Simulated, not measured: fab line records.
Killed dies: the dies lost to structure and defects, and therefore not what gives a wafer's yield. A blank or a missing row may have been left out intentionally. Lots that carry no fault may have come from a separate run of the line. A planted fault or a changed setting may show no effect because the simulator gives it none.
fab line records ; flow berkeley_cmos170 ; part 2 of 2: steps 31 to 43 of 43
[record] lots = 5; wafers = 15; last_day = 12
route steps=331 shown ZERO@13 NWELL@14 PWELL@34 WELLDRIVE@55
lots that met no fault: from a run of the same line without faults
start_h: start of the lot's first displayed wafer, in hours after the record's first day ; wait_h: hours from the lot's prior step to this one ; " the same as in the row above ; L1.1+2: one row covering several wafers at once ; - either no value or no given start ; * or withheld: withheld ; < > ~ a bound
route shown NAME@n: NAME is a module with steps in the file, n the number in the route of the first one ; usual: mean/standard deviation taken from wafers without a fault ; same: alike in all rows ; chamber/n: place in a boat ; sites: the reading at each site ; _std_site: standard deviation of those values ; _edge_site: mean of outer sites minus mean of inner sites ; radius_mm: how far each site lies from the wafer's centre ; mask NAME#n: copy n ; behind: the most recent tool/chamber to have shaped the wafer ; hold: cause of the lot's hold/its duration in hours/its outcome ; device: the transistor (n, p or np) that didn't switch ; end of line: the route-end tests of the same wafers ; where a step has no rows: the recipe by itself ; killed: the dies lost at the first sort to structure and to defects; this is not the yield of the wafer ; map: per-die view of a wafer (x killed, . not killed, _ where there is no die)
set.NAME: the run value of the setting; set.NAME@STEP: its run value at that earlier step ; model.NAME: the simulator's own value behind a step, which no gauge read
a table for each step, a row for each wafer; lots at some steps of the route
services: when a tool's chamber went out of use (start_h, in hours from the record's first day, below 0 if earlier), for how many hours, and the reason
[[steps]]
[step UCB170_PWELL_SOFTBAKE_09]
[recipe] resist = KrF; temp_c = 130; time_s = 60
lot.wafer;tool;chamber;start_h;wait_h
L079.2+5+6;litho_track-02;0;104.46;0.1
L083.1+2+4;litho_track-02;0;125.18;0.1
L088.2+3+6;litho_track-03;0;129.03;0.1
L086.2+4+5;litho_track-02;0;129.29;0.1
L093.2+4+6;litho_track-03;0;146.61;0.1
[step UCB170_PWELL_EXPOSE_10]
[recipe] mask_id = PWELL; target_cd_nm = 3000; na = 0.5; sigma_outer = 0.6; source_shape = conventional; dose_mj = 19.39
[same] sigma_outer = 0.6
lot.wafer;tool;chamber;start_h;wait_h;mask
L079.2+5+6;krf_scanner-01;0;104.73;0.2;PWELL#0
L083.1+2+4;krf_scanner-02;0;125.69;0.5;PWELL#0
L088.2+3+6;krf_scanner-01;0;129.49;0.4;PWELL#0
L086.2+4+5;krf_scanner-01;0;129.60;0.3;PWELL#0
L093.2+4+6;krf_scanner-02;0;146.76;0.1;PWELL#0
[step UCB170_PWELL_PEB_11]
[recipe] peb_temp_c = 130; peb_time_s = withheld; resist = KrF
lot.wafer;tool;chamber;start_h;wait_h
L079.2+5+6;litho_track-02;0;105.06;0.3
L083.1+2+4;litho_track-02;0;125.81;0.1
L088.2+3+6;litho_track-01;0;130.27;0.8
L086.2+4+5;litho_track-02;0;130.34;0.7
L093.2+4+6;litho_track-03;0;147.49;0.7
[step UCB170_PWELL_DEVELOP_12]
[recipe] developer = TMAH; develop_time_s = 45; resist = KrF; dev_temp_c = 21
lot.wafer;tool;chamber;start_h;wait_h
L079.2+5+6;litho_track-02;0;-;-
L083.1+2+4;litho_track-02;0;-;-
L088.2+3+6;litho_track-01;0;-;-
L086.2+4+5;litho_track-02;0;-;-
L093.2+4+6;litho_track-03;0;-;-
[step UCB170_PWELL_OVL_MEAS_13]
[usual] PWELL_OVL = -1/6.3
lot.wafer;tool;chamber;start_h;wait_h;PWELL_OVL[nm]
L079.2;overlay-02;-;105.32;-;6
L079.5;overlay-02;-;105.32;-;11
L079.6;overlay-02;-;105.32;-;6
L083.1;overlay-01;-;126.09;-;-4
L083.2;overlay-01;-;126.09;-;-4
L083.4;overlay-01;-;126.09;-;-10
L088.2;overlay-01;-;130.52;-;8
L088.3;overlay-01;-;130.52;-;14
L088.6;overlay-01;-;130.52;-;9
L086.2;overlay-02;-;130.60;-;1
L086.4;overlay-02;-;130.60;-;-4
L086.5;overlay-02;-;130.60;-;5
L093.2;overlay-01;-;147.74;-;-1
L093.4;overlay-01;-;147.74;-;-1
L093.6;overlay-01;-;147.74;-;-3
[step UCB170_PWELL_ETCH_14]
[recipe] chemistry = CH3F/Ar/O2; target = Si3N4; stop_on = SiO2; CH3F_flow_sccm = 20; Ar_flow_sccm = 50; O2_flow_sccm = 7; pressure_mtorr = 50; rf_w = 450; target_depth_a = 2420; over_etch_frac = 0.1; time_s = 151
[usual] drypump_motor_current_A = 5.7/0.39; oes_product_au = 0.910/0.017; throttle_valve_pct = 8.06/0.11
lot.wafer;tool;chamber;start_h;wait_h;drypump_motor_current_A;oes_product_au;rf_hours_counter_h;throttle_valve_pct
L079.2;rie_diel-04;1;105.35;0.0;5.7;0.894;107;8.07
L079.5;rie_diel-04;3;105.35;0.0;5.9;0.904;-;8.10
L079.6;rie_diel-04;0;105.35;0.0;5.7;0.919;-;8.01
L083.1;rie_diel-04;2;126.12;0.0;5.7;0.918;130;7.95
L083.2;rie_diel-04;0;126.12;0.0;5.7;0.937;15;8.02
L083.4;rie_diel-04;3;126.12;0.0;5.9;0.917;14;8.09
L088.2;rie_diel-04;1;130.55;0.0;5.7;0.900;108;8.07
L088.3;rie_diel-04;2;130.55;0.0;5.7;0.908;130;7.96
L088.6;rie_diel-04;3;130.55;0.0;5.9;0.898;-;8.10
L086.2;rie_diel-02;2;130.63;0.0;5.4;0.893;13;8.22
L086.4;rie_diel-02;1;130.63;0.0;6.0;0.899;-;8.09
L086.5;rie_diel-02;0;130.63;0.0;4.8;0.931;-;7.86
L093.2;rie_diel-01;0;147.77;0.0;5.5;0.896;11;8.06
L093.4;rie_diel-01;1;147.77;0.0;5.8;0.924;24;8.29
L093.6;rie_diel-01;0;147.77;0.0;5.5;0.904;-;8.06
[step UCB170_PWELL_IMPLANT_15]
[recipe] species = B; dose_cm2 = 5e+12; energy_kev = 60; tilt_deg = 7
lot.wafer;tool;chamber;start_h;wait_h
L079.2+5+6;implanter-03;0;105.47;0.1
L083.1+2+4;implanter-01;0;126.22;0.1
L088.2+3+6;implanter-03;0;130.68;0.1
L086.2+4+5;implanter-04;0;130.75;0.1
L093.2+4+6;implanter-04;0;147.90;0.1
[step UCB170_PWELL_STRIP_16]
[recipe] chemistry = O2; power_w = 400; pressure_mtorr = 3500; platen_temp_c = withheld; o2_flow_sccm = 400; overash_fraction = 0.5
[usual] drypump_motor_current_A = 5.8/0.34; oes_product_au = 0.721/0.0041; strip_time_to_endpoint_s = 18.10/0.07
lot.wafer;tool;chamber;start_h;wait_h;drypump_motor_current_A;oes_product_au;rf_hours_counter_h;strip_time_to_endpoint_s
L079.2;plasma_asher-02;0;105.60;0.1;5.9;0.718;37;18.22
L079.5;plasma_asher-02;0;105.60;0.1;5.9;0.714;-;18.20
L079.6;plasma_asher-02;1;105.60;0.1;6.1;0.722;-;18.16
L083.1;plasma_asher-02;1;126.37;0.1;6.1;0.717;1;18.01
L083.2;plasma_asher-02;0;126.37;0.1;5.9;0.732;1;18.13
L083.4;plasma_asher-02;1;126.37;0.1;6.1;0.720;-;18.09
L088.2;plasma_asher-01;1;130.80;0.1;5.7;0.714;37;18.09
L088.3;plasma_asher-01;0;130.80;0.1;5.2;0.725;-;18.03
L088.6;plasma_asher-01;1;130.80;0.1;5.7;0.721;-;18.00
L086.2;plasma_asher-02;1;130.88;0.1;6.1;0.725;1;18.12
L086.4;plasma_asher-02;1;130.88;0.1;6.1;0.723;-;18.09
L086.5;plasma_asher-02;0;130.88;0.1;5.9;0.726;-;18.11
L093.2;plasma_asher-02;1;148.02;0.1;6.1;0.718;3;18.19
L093.4;plasma_asher-02;1;148.02;0.1;6.1;0.722;-;18.15
L093.6;plasma_asher-02;1;148.02;0.1;6.1;0.726;-;18.18
[step UCB170_PWELL_TW_MEAS_17]
[usual] PWELL_TW = 383/5.9
lot.wafer;tool;chamber;start_h;wait_h;PWELL_TW
L079.2;film_metro-04;-;105.71;0.1;390
L079.5;film_metro-04;-;105.71;0.1;389
L079.6;film_metro-04;-;105.71;0.1;389
L083.1;film_metro-02;-;126.47;0.1;384
L083.2;film_metro-02;-;126.47;0.1;385
L083.4;film_metro-02;-;126.47;0.1;385
L088.2;film_metro-01;-;130.92;0.1;376
L088.3;film_metro-01;-;130.92;0.1;377
L088.6;film_metro-01;-;130.92;0.1;378
L086.2;film_metro-04;-;130.99;0.1;390
L086.4;film_metro-04;-;130.99;0.1;389
L086.5;film_metro-04;-;130.99;0.1;390
L093.2;film_metro-02;-;148.13;0.1;387
L093.4;film_metro-02;-;148.13;0.1;385
L093.6;film_metro-02;-;148.13;0.1;384
[step UCB170_PWELL_CLEAN_18]
[recipe] chemistry = SPM; temp_c = 120; time_s = 600
lot.wafer;tool;chamber;start_h;wait_h
L079.2+5+6;wet_bench-01;0;105.76;0.0
L083.1+2+4;wet_bench-04;2;128.29;1.8
L088.2+3+6;wet_bench-01;3;130.97;0.0
L086.2+4+5;wet_bench-01;1;131.32;0.3
L093.2+4+6;wet_bench-04;2;148.18;0.0
[step UCB170_PWELL_WET_ETCH_19]
[recipe] chemistry = H3PO4; target = Si3N4; temp_c = 160; time_s = 14400
lot.wafer;tool;chamber;start_h;wait_h
L079.2+5+6;wet_bench-01;0;106.11;0.2
L083.1+2+4;wet_bench-04;3;128.55;0.1
L086.2+4+5;wet_bench-01;0;131.79;0.1
L088.2+3+6;wet_bench-01;3;131.79;0.5
L093.2+4+6;wet_bench-04;0;148.36;0.0
[step UCB170_PWELL_WET_ETCH_20]
[recipe] chemistry = BOE; dilution = 5:1; target = SiO2; temp_c = 25; time_s = 22
lot.wafer;tool;chamber;start_h;wait_h
L079.2+5+6;wet_bench-01;1;110.70;0.6
L083.1+2+4;wet_bench-02;1;132.90;0.3
L086.2+4+5;wet_bench-04;1;139.81;0.0
L088.2+3+6;wet_bench-04;3;139.81;0.0
L093.2+4+6;wet_bench-02;1;152.37;0.0
[step UCB170_WELLDRIVE_CLEAN_00]
[recipe] chemistry = SPM; temp_c = 120; time_s = 600
lot.wafer;tool;chamber;start_h;wait_h
L079.2+5+6;wet_bench-01;2;110.74;0.0
L083.1+2+4;wet_bench-02;1;133.10;0.2
L086.2+4+5;wet_bench-02;3;139.82;0.0
L088.2+3+6;wet_bench-02;3;139.82;0.0
L093.2+4+6;wet_bench-04;2;152.38;0.0
[[services]]
tool;chamber;start_h;hours;kind
furnace-04;-;30.19;3.0;pm
rie_diel-02;-;32.77;0.5;repair
krf_scanner-02;-;33.87;1.8;repair
rie_diel-01;2;36.06;2.3;repair
krf_scanner-01;-;38.03;5.0;repair
rie_diel-04;3;47.45;6.9;repair
rie_diel-01;-;51.51;14.6;pm
rie_diel-02;-;54.87;0.2;repair
implanter-02;-;57.29;1.7;repair
krf_scanner-02;-;61.37;0.8;repair
rie_diel-03;-;63.69;5.5;repair
furnace-02;-;74.47;4.7;pm
krf_scanner-02;-;82.25;1.3;pm
plasma_asher-03;-;88.72;4.0;repair
rie_diel-03;2;88.81;6.4;repair
krf_scanner-01;-;90.49;1.0;pm
rie_diel-02;-;103.79;2.8;pm
rie_diel-01;2;108.72;4.8;repair
plasma_asher-02;-;108.75;9.0;pm
implanter-02;-;122.81;6.0;pm
plasma_asher-04;-;125.88;3.4;repair
krf_scanner-02;-;128.82;3.0;pm
krf_scanner-01;-;134.11;0.8;pm
krf_scanner-01;-;136.37;1.3;pm
